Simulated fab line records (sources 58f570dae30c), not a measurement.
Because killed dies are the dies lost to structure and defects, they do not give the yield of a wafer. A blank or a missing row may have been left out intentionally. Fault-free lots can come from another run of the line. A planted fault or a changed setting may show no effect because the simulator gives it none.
Which tool is to blame? | flow berkeley cmos170 | 14 lots, 42 wafers sampled, at 1 step of a route of 331

WHAT THE GAUGES SHOWED, per wafer
UCB170_NWELL_OVL_MEAS_12.
lot  | measured    | on         | NWELL_OVL (nm)
L405 | day 2 16:07 | overlay-02 | -4 -7 -5
L406 | day 2 23:37 | overlay-02 | -7 -6 -4
L407 | day 3 04:48 | overlay-01 | -9 -7 -5
L408 | day 3 04:52 | overlay-02 | -4 -4 -12
L409 | day 3 10:52 | overlay-02 | 2 2 4
L414 | day 4 13:41 | overlay-02 | -10 -5 -11
L416 | day 4 23:52 | overlay-02 | 0 -4 -2
L418 | day 5 09:25 | overlay-01 | -7 -7 -6
L419 | day 5 16:41 | overlay-02 | -8 -12 -10
L420 | day 5 16:59 | overlay-01 | -5 -5 -3
L421 | day 6 00:12 | overlay-01 | -11 -6 -4
L423 | day 6 08:59 | overlay-01 | -4 -4 -3
L425 | day 7 04:56 | overlay-02 | -13 -15 -8
L427 | day 7 14:55 | overlay-01 | -3 -5 -1

TOOL THAT RAN EACH LOT (tool first, then ch and the chambers of the sampled wafers, then the start)
There is no process step in the record ahead of these readings.

WHAT THE TOOLS THEMSELVES READ (means of the sampled wafers that have a number; where no wafer has one, the mark that the record gives instead)
The record holds no such reading with a usual standard deviation.

THE ANSWER, worked out from the rows above alone
Rule: the usual values come from the lots themselves. Put in order of their means at a reading, lots are off if they are a third of the lots or fewer, leave a main group of 4 or more, and stand apart from it by a gap of 3 or more times the standard deviation of the main group's means; of several such gaps the widest counts. The tables above print the reading to a certain number of digits; a main group whose means all agree to those digits is not used. Also off: a lot with no number at a reading for which 4 or more lots have one. Any other lot the step has rows for is counted as sound. Order of review: gauges by route order, followed by the tools' own readings, for which a lot's mean as printed above is used. At the first step where some lot is off, the reading lying furthest off is the one used; lots without a number count as furthest.
Nothing can be told from this: no lot is off at any reading shown.

WHAT THE SIMULATOR PUT IN
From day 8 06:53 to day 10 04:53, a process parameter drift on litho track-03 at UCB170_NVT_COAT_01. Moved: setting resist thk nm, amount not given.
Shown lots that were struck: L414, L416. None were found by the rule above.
